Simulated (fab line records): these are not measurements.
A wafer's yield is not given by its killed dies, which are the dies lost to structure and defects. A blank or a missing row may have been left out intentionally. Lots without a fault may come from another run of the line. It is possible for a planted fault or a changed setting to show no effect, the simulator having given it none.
Which tool did it?    flow berkeley-cmos170    15 lots with 45 wafers sampled at 6 steps, on a route of 331 steps

== WHAT THE GAUGES READ, wafer by wafer ==
UCB170_GATE_THK_MEAS_05.
lot   measured      on             GATE_POLY_THK (nm)
L465  day 5 20:54   film-metro-04  213.2 212.0 211.7
L467  day 6 16:33   film-metro-03  213.3 214.2 213.0
L468  day 6 16:32   film-metro-01  213.4 213.3 214.0
L470  day 7 02:25   film-metro-03  208.3 211.3 209.5
L472  day 7 23:14   film-metro-01  213.9 213.8 213.8
L474  day 8 03:38   film-metro-01  211.9 215.0 213.1
L475  day 8 10:08   film-metro-04  214.3 212.0 214.6
L476  day 8 10:09   film-metro-03  207.5 210.6 208.1
L479  day 9 10:46   film-metro-01  213.0 214.9 214.7
L481  day 9 21:46   film-metro-04  251.2 254.4 257.1
L482  day 10 05:34  film-metro-04  220.3 229.0 235.9
L483  day 10 05:31  film-metro-04  239.8 231.9 218.9
L484  day 10 10:58  film-metro-04  214.9 214.6 215.4
L485  day 10 10:58  film-metro-03  211.6 212.5 211.7
L486  day 10 19:13  film-metro-04  215.2 215.0 214.3

UCB170_NLDD_CD_MEAS_06: target cd 1200 nm.
lot   measured      on         cd-nm (nm)
L465  day 6 04:55   cd-sem-02  1201.7 1200.4 1200.7
L467  day 6 22:01   cd-sem-01  1198.1 1199.5 1200.1
L468  day 6 21:45   cd-sem-01  1198.4 1197.7 1199.1
L470  day 7 06:35   cd-sem-01  1199.8 1198.9 1199.4
L472  day 8 04:41   cd-sem-01  1198.0 1198.8 1199.0
L474  day 8 08:34   cd-sem-02  1200.6 1200.3 1201.2
L475  day 8 15:23   cd-sem-02  1201.1 1201.7 1200.8
L476  day 8 14:19   cd-sem-01  1198.2 1199.4 1199.5
L479  day 9 16:11   cd-sem-02  1199.9 1201.5 1200.1
L481  day 10 04:47  cd-sem-02  1201.2 1200.2 1202.4
L482  day 10 10:56  cd-sem-01  1200.0 1199.5 1200.3
L483  day 10 10:33  cd-sem-02  1201.1 1200.4 1200.0
L484  day 10 16:05  cd-sem-02  1199.7 1199.9 1198.7
L485  day 10 15:58  cd-sem-01  1201.1 1201.3 1200.2
L486  day 10 23:38  cd-sem-01  1201.5 1203.5 1204.0

== WHICH TOOL RAN EACH LOT (tool, then ch and the chambers of the sampled wafers, then the start) ==
lot   UCB170_ZERO_STRIP_07                 UCB170_NVT_STRIP_08                   UCB170_GATE_CVD_04           UCB170_GATE_ETCH_15
L465  plasma-asher-01 ch 0,1, day 2 02:10  plasma-asher-04 ch 0,1, day 5 09:13   lpcvd-01 ch 0, day 5 19:30   rie-si-01 ch 1,3, day 5 23:03
L467  plasma-asher-04 ch 0,1, day 2 13:56  plasma-asher-04 ch 0,1, day 6 04:45   lpcvd-01 ch 0, day 6 14:26   rie-si-02 ch 1,2,3, day 6 18:07
L468  plasma-asher-04 ch 0,1, day 2 19:06  plasma-asher-04 ch 0,1, day 6 04:02   lpcvd-01 ch 0, day 6 14:26   rie-si-02 ch 0,1, day 6 17:48
L470  plasma-asher-04 ch 0,1, day 3 05:19  plasma-asher-02 ch 0,1, day 6 11:21   lpcvd-01 ch 1, day 7 00:59   rie-si-01 ch 0,1,3, day 7 03:29
L472  plasma-asher-04 ch 0,1, day 3 19:07  plasma-asher-04 ch 0,1, day 7 06:31   lpcvd-01 ch 0, day 7 21:49   rie-si-02 ch 0,3, day 8 01:20
L474  plasma-asher-01 ch 1, day 4 01:20    plasma-asher-03 ch 0,1, day 7 13:20   lpcvd-02 ch 0, day 8 02:14   rie-si-01 ch 1,2,3, day 8 05:00
L475  plasma-asher-01 ch 0,1, day 4 06:21  plasma-asher-04 ch 0,1, day 7 23:09   lpcvd-02 ch 1, day 8 08:43   rie-si-01 ch 0,2,3, day 8 12:11
L476  plasma-asher-04 ch 0,1, day 4 12:22  plasma-asher-02 ch 0,1, day 7 23:43   lpcvd-02 ch 0, day 8 08:43   rie-si-02 ch 1,2,3, day 8 11:13
L479  plasma-asher-01 ch 0,1, day 5 02:04  plasma-asher-04 ch 0,1, day 8 22:25   lpcvd-02 ch 0, day 9 09:20   rie-si-01 ch 0,1,2, day 9 12:10
L481  plasma-asher-04 ch 0,1, day 5 16:03  plasma-asher-04 ch 0,1, day 9 09:07   lpcvd-01 ch 0, day 9 20:22   rie-si-02 ch 2,3, day 9 22:52
L482  plasma-asher-01 ch 0,1, day 5 18:59  plasma-asher-04 ch 0,1, day 9 18:43   lpcvd-01 ch 0, day 10 04:05  rie-si-02 ch 0,1, day 10 06:58
L483  plasma-asher-01 ch 0,1, day 5 22:20  plasma-asher-03 ch 0, day 9 19:26     lpcvd-01 ch 1, day 10 04:05  rie-si-01 ch 1,3, day 10 06:44
L484  plasma-asher-04 ch 0,1, day 6 01:08  plasma-asher-02 ch 0,1, day 9 23:49   lpcvd-02 ch 0, day 10 09:34  rie-si-02 ch 0,2,3, day 10 12:58
L485  plasma-asher-01 ch 0,1, day 6 07:34  plasma-asher-03 ch 0,1, day 10 00:04  lpcvd-02 ch 0, day 10 09:34  rie-si-01 ch 0,1,3, day 10 12:41
L486  plasma-asher-04 ch 0,1, day 6 10:29  plasma-asher-03 ch 0,1, day 10 04:21  lpcvd-02 ch 1, day 10 17:49  rie-si-01 ch 0,1,3, day 10 20:19
- UCB170_ZERO_STRIP_07: strips in O2.
- UCB170_NVT_STRIP_08: strips in O2.
- UCB170_GATE_CVD_04: deposits poly-Si from SiH4, time 1440 s, target thk 214 nm.
- UCB170_GATE_ETCH_15: etches poly-Si in HBr/Cl2, stops on SiO2, time 56.3 s, target depth 278.2 nm.

== AS READ BY THE TOOLS THEMSELVES (means over the sampled wafers that have a number; for cases with no such wafer, the mark the record gives instead) ==
UCB170_ZERO_STRIP_07.
lot   tool             drypump-motor-current-A (A)  o2-flow-sccm (sccm)  oes-product-au (a.u.)  strip-time-to-endpoint-s (s)
L465  plasma-asher-01  5.41                         400.5                0.727                  21.47
L467  plasma-asher-04  5.74                         399.3                0.724                  21.50
L468  plasma-asher-04  5.49                         399.1                0.728                  21.51
L470  plasma-asher-04  5.50                         399.9                0.730                  21.41
L472  plasma-asher-04  5.50                         400.4                0.728                  21.44
L474  plasma-asher-01  5.37                         402.7                0.726                  21.40
L475  plasma-asher-01  5.40                         400.3                0.726                  21.51
L476  plasma-asher-04  5.50                         400.2                0.726                  21.40
L479  plasma-asher-01  5.42                         401.6                0.726                  21.50
L481  plasma-asher-04  5.49                         401.1                0.734                  21.48
L482  plasma-asher-01  5.43                         400.6                0.729                  21.57
L483  plasma-asher-01  5.49                         401.5                0.731                  21.53
L484  plasma-asher-04  5.51                         400.6                0.732                  21.50
L485  plasma-asher-01  5.45                         399.2                0.728                  21.41
L486  plasma-asher-04  5.50                         400.1                0.728                  21.43

UCB170_NVT_STRIP_08.
lot   tool             drypump-motor-current-A (A)  o2-flow-sccm (sccm)  oes-product-au (a.u.)  strip-time-to-endpoint-s (s)
L465  plasma-asher-04  5.77                         399.6                0.733                  21.58
L467  plasma-asher-04  5.48                         400.8                0.735                  21.60
L468  plasma-asher-04  5.76                         400.5                0.737                  21.69
L470  plasma-asher-02  5.55                         399.2                0.736                  21.74
L472  plasma-asher-04  5.50                         400.4                0.735                  21.73
L474  plasma-asher-03  5.59                         400.9                0.736                  21.68
L475  plasma-asher-04  5.76                         400.2                0.731                  21.50
L476  plasma-asher-02  5.53                         400.4                0.738                  21.64
L479  plasma-asher-04  5.49                         400.4                0.733                  21.60
L481  plasma-asher-04  5.50                         401.5                0.734                  21.66
L482  plasma-asher-04  5.78                         400.1                0.736                  21.66
L483  plasma-asher-03  5.41                         399.7                0.736                  21.68
L484  plasma-asher-02  5.56                         400.8                0.736                  21.58
L485  plasma-asher-03  5.60                         398.7                0.737                  21.65
L486  plasma-asher-03  5.60                         399.2                0.737                  21.67

UCB170_GATE_CVD_04.
lot   tool      spike-tc-centre-C (C)  susceptor-temp-C (C)
L465  lpcvd-01  610.3                  609.86
L467  lpcvd-01  609.8                  610.33
L468  lpcvd-01  610.0                  610.21
L470  lpcvd-01  612.1                  609.88
L472  lpcvd-01  609.2                  609.86
L474  lpcvd-02  611.2                  609.57
L475  lpcvd-02  609.9                  609.91
L476  lpcvd-02  611.7                  610.04
L479  lpcvd-02  611.3                  609.74
L481  lpcvd-01  622.4                  610.19
L482  lpcvd-01  622.3                  609.77
L483  lpcvd-01  625.0                  609.81
L484  lpcvd-02  610.9                  609.91
L485  lpcvd-02  610.5                  610.21
L486  lpcvd-02  611.9                  609.81

UCB170_GATE_ETCH_15.
lot   tool       HBr_flow_sccm (sccm)  drypump-motor-current-A (A)  oes-product-au (a.u.)  throttle-valve-pct (%)
L465  rie-si-01  149.4                 5.33                         0.836                  26.2
L467  rie-si-02  149.8                 5.26                         0.830                  26.5
L468  rie-si-02  149.9                 4.98                         0.834                  26.2
L470  rie-si-01  149.9                 5.23                         0.822                  26.4
L472  rie-si-02  149.8                 5.24                         0.839                  26.6
L474  rie-si-01  149.9                 5.14                         0.837                  26.4
L475  rie-si-01  150.1                 5.06                         0.834                  26.6
L476  rie-si-02  150.2                 5.25                         0.821                  26.5
L479  rie-si-01  150.1                 5.28                         0.837                  26.5
L481  rie-si-02  149.5                 5.12                         0.939                  26.9
L482  rie-si-02  149.8                 4.96                         0.876                  26.2
L483  rie-si-01  150.4                 5.11                         0.883                  26.4
L484  rie-si-02  149.8                 5.06                         0.836                  26.6
L485  rie-si-01  150.0                 5.22                         0.828                  26.4
L486  rie-si-01  150.0                 5.23                         0.838                  26.4

== THE ANSWER, worked out from the rows above alone ==
Rule: what is usual is taken from the lots themselves. The widest of any qualifying gaps counts: lots, ordered by their means at a reading, are off when they make up no more than a third of the lots, leave a main group of 4 or more, and stand apart from it by 3 or more times the standard deviation of that group's means. A main group whose means are all the same, to the digits that the tables above print for the reading, isn't used. Also off: a lot with no number at a reading for which 4 or more lots have one. The other lots that the step has rows for count as sound. After the gauges, taken in route order, come the tools' own readings; for these a lot's mean is taken, as printed above. The first step at which some lot is off is used, and at that step the reading that is off furthest; a lot without a number counts as furthest.
Off: at UCB170_GATE_THK_MEAS_05 (GATE_POLY_THK), L481, L482, L483. Main group: mean 212.9 nm, sd 1.8.
A tool fits if, at a process step before that reading, it ran every lot that is off, and no sound lot after the first of them. The gauges at UCB170_GATE_THK_MEAS_05 aren't tried: what is off there is off at UCB170_GATE_CVD_04 too, on other tools, and a gauge's error can't cause that. One fits: UCB170_GATE_CVD_04 on lpcvd-01. A fault onset in the window from L472 (day 7 21:49, its last sound lot) to L481 (day 9 20:22, its first lot off) fits.
The tool's own readings at UCB170_GATE_CVD_04 bear it out: on the lots that are off they differ by more than 5 times the standard deviation of the sound lots' means. spike-tc-centre-C reads 623.2 C there against 610.7 C on the sound lots.

== WHAT WAS PUT IN BY THE SIMULATOR ==
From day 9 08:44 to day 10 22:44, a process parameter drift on lpcvd-01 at UCB170_GATE_CVD_04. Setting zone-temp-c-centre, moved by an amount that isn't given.
Lots struck among those shown: L481, L483, L482. The rule above reached the same finding.
